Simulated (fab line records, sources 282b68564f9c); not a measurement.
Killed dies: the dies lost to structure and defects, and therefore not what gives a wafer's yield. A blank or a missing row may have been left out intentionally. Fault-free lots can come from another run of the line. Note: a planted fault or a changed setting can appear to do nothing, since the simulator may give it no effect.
2 desks, one fault    flow rit cmos    what lay behind the numbers comes last; until then each desk has only its own

## AT THE TOOL OWNER'S DESK: pvd sputter-02
The tool's own readings at RIT_M1_SPUTTER_00 (material Al, target thk 400 nm, time 500 s): means of the sampled wafers that have a number, for each lot that ran on this tool. If a lot's mean is further than 4 standard deviations from the usual mean, the lot is out of limits and carries the mark OUT (the distance appears in the brackets).
Columns: A = throttle valve pct at RIT_M1_SPUTTER_00, usual 30.4 %
lot   first seen here  A
L920  day 3 10:00      30.3
L922  day 4 01:37      30.5
L926  day 4 22:14      29.6
L927  day 5 04:35      29.4
L934  day 6 10:40      30.0
L936  day 6 15:57      29.7
Result from this desk: across the 6 lots, nothing is out of limits.

## AT THE METROLOGY DESK
What the gauges read, lot by lot, whatever tool the lot ran on: means of the sampled wafers that have a number. If a lot's mean is further than 4 standard deviations from the usual mean, the lot is out of limits and carries the mark OUT (the distance appears in the brackets).
Columns: A = NWELL_OVL at RIT_NWELL_OVL_MEAS_06, usual 0.0 nm; B = M1_BOW at RIT_M1_BOW_MEAS_16, usual 16 um
lot   first seen here  A     B
L920  day 1 21:59      0.4   12
L921  day 2 03:17      0.8   14
L922  day 2 07:39      -2.3  23
L923  day 2 16:15      0.4   15
L924  day 2 19:52      1.3   18
L926  day 3 11:04      0.3   20
L927  day 3 15:17      -0.2  12
L928  day 3 17:19      1.3   15
L931  day 4 06:43      -1.0  17
L934  day 5 00:29      -0.0  16
L935  day 5 03:19      1.0   11
L936  day 5 05:55      -0.9  9
L941  day 6 07:45      0.7   16
Result from this desk: across the 13 lots, nothing is out of limits.

## ALL TOGETHER
The tool owner's desk saw nothing out of limits.
Nothing out of limits was seen by the metrology desk.

## WHAT THE SIMULATOR HAD INSERTED
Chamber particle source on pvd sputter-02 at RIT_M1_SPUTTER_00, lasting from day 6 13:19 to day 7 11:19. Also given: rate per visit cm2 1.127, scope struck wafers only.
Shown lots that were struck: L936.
